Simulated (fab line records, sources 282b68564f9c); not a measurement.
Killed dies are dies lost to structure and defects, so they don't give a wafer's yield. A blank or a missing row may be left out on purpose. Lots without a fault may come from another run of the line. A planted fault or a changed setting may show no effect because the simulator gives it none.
Problem report in the 8D (eight disciplines) form, filled by code | flow rit_cmos | the parts of the form that need people (team, actions taken, sign-off) are left out

1. THE PROBLEM
heater_power_total_W at RIT_NLDD_SOFTBAKE_02 reads a mean of 34.98 W on 6 wafers of 2 lots; wafers without a fault read 34.56 W with a standard deviation of 0.051. That is +8.2 standard deviations from the usual mean.
The step: time 60 s.
First seen on wafer L261.1, day 4 14:41, on litho_track-04. The record holds 42 wafers of 14 lots with a number at this step. Rule for "out", or "out of limits": more than 4 standard deviations from the usual mean. The other wafers with a number count as sound.

2. WHAT IT IS AND WHAT IT IS NOT
question                    | is                                 | is not
which readings at this step | heater_power_total_W, plate_temp_C | resist_line_temp_C
which lots                  | L261, L263                         | L252, L253, L254, L255, L257, L260, L266, L268, L269, L272, L273, L275
which wafers of those lots  | all that have a number             | -
read on which tools         | litho_track-04                     | litho_track-02, litho_track-03
when                        | from day 4 14:41                   | up to then (18 sound wafers); but 18 sound wafers of L266, L268, L269, L272, L273, L275 came after

3. SUSPECTS, AND WHAT RULES EACH OUT
Counting: a tool at a process step up to the reading stays a suspect if it ran every lot that is out and no sound lot after the first of them.
- litho_track-04 at RIT_NLDD_SOFTBAKE_02 (time 60 s): kept. It ran every lot that is out, first L261 (day 4 14:41), and no sound lot after that; its last sound lot up to then is L257 (day 3 18:17). Its own readings are out on those wafers: heater_power_total_W, plate_temp_C.
Left after counting: litho_track-04 at RIT_NLDD_SOFTBAKE_02.

4. THE CAUSE (what the simulator had put in)
Process parameter drift: litho_track-04, from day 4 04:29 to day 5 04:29, at RIT_NLDD_SOFTBAKE_02. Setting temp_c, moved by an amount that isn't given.
Counting left only this tool.

5. THE CHAIN OF EFFECTS, in route order
Each row: a reading whose mean over the struck wafers that have a number lies more than 3 standard deviations from the usual. Only readings for which the record gives a usual standard deviation are gone through. hours: the time from each lot's start at the first step in this table that gives one to its start at this step, as a median over the lots. sigmas: the change in usual standard deviations.
hours | step                 | reading              | usual   | on struck wafers | change | sigmas
0     | RIT_NLDD_SOFTBAKE_02 | heater_power_total_W | 34.56 W | 34.98            | +0.42  | +8.2
0     | RIT_NLDD_SOFTBAKE_02 | plate_temp_C         | 89.95 C | 90.61            | +0.66  | +6.0
The process steps in it:
- RIT_NLDD_SOFTBAKE_02: time 60 s.

6. WHAT WOULD HAVE CAUGHT IT SOONER
In this record the first reading out of limits was taken at day 4 14:41, 10 hours after the fault began at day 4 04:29.
